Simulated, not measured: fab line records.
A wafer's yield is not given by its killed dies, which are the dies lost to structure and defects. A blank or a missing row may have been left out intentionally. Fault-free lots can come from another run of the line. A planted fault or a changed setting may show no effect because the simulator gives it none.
Code-filled problem report in 8D (eight disciplines) form    flow berkeley-cmos170    the parts of the form that need people (team, actions taken, sign-off) are left out

1. THE ISSUE
Mean of tube-center-temp-C at UCB170_M1_ANNEAL_14: 360 C across 9 wafers in 3 lots; on wafers with no fault it is 400 C (standard deviation 0.038). So: -99 or more standard deviations from the usual mean.
The step: time 1200 s.
First seen on wafer L978.2, day 9 21:45, on furnace-03. Wafers with a number at this step in the record: 21, from 7 lots. The rule behind "out" and "out of limits": a value lying over 4 standard deviations away from the usual mean. Any other wafer with a number is counted as sound.

2. WHAT THIS IS AND IS NOT
question                     is                                                                                                                                                                    is not
which readings at this step  tube-center-temp-C, spike-tc-centre-C, spike-tc-load-C, spike-tc-source-C, tube_center_temp_C_max, zone-power-centre-pct, zone-power-load-pct, zone-power-source-pct  -
which lots                   L978, L979, L980                                                                                                                                                      L972, L973, L974, L977
which wafers of those lots   all that have a number                                                                                                                                                -
read on which tools          furnace-03                                                                                                                                                            -
when                         from day 9 21:45                                                                                                                                                      up to then (12 sound wafers)

3. SUSPECTS, AND WHAT RULES EACH OUT
Counting: a tool stays on the suspect list if, at a process step up to the reading, it processed all lots that are out and no sound lot following the first of them.
- furnace-03 at UCB170_M1_ANNEAL_14 (time 1200 s): kept. All lots that are out passed through it, beginning with L978 at day 9 21:45, and no sound lot followed; its final sound lot before that point was L977 at day 9 12:38. Out on those wafers are its own readings of spike-tc-centre-C, spike-tc-load-C, spike-tc-source-C, tube-center-temp-C, tube_center_temp_C_max, zone-power-centre-pct, zone-power-load-pct, zone-power-source-pct.
The count leaves furnace-03 at UCB170_M1_ANNEAL_14.

4. THE CAUSE (what the simulator had put in)
Process parameters drifting: furnace-03 at UCB170_M1_ANNEAL_14, beginning at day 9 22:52. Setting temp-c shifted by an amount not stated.
The count eliminated every tool but this one.

5. SEQUENCE OF EFFECTS, ordered by route
Each row: a reading where the mean over the struck wafers with a number is more than 3 standard deviations away from the usual. Only readings for which the record gives a usual standard deviation are gone through. hours: the time from each lot's start at the first step in this table that gives one to its start at this step, as a median over the lots. sigmas: the change in usual standard deviations.
hours  step                 reading                 usual    on struck wafers  change  sigmas
0      UCB170_M1_ANNEAL_14  spike-tc-centre-C       404.4 C  364.3             -40.1   -40
0      UCB170_M1_ANNEAL_14  spike-tc-load-C         417.7 C  377.8             -39.9   -40
0      UCB170_M1_ANNEAL_14  spike-tc-source-C       414.2 C  374.0             -40.2   -47
0      UCB170_M1_ANNEAL_14  tube-center-temp-C      400 C    360               -40     -99 or more
0      UCB170_M1_ANNEAL_14  tube_center_temp_C_max  401.04   361.08            -39.96  -99 or more
0      UCB170_M1_ANNEAL_14  zone-power-centre-pct   13.33 %  11.84             -1.49   -12
0      UCB170_M1_ANNEAL_14  zone-power-load-pct     5.82 %   5.06              -0.76   -13
0      UCB170_M1_ANNEAL_14  zone-power-source-pct   5.75 %   4.99              -0.76   -14
Here are the process steps it includes:
- UCB170_M1_ANNEAL_14: time 1200 s.

6. WHAT WOULD HAVE CAUGHT IT SOONER
In this record the first reading out of limits was taken at day 9 21:45.
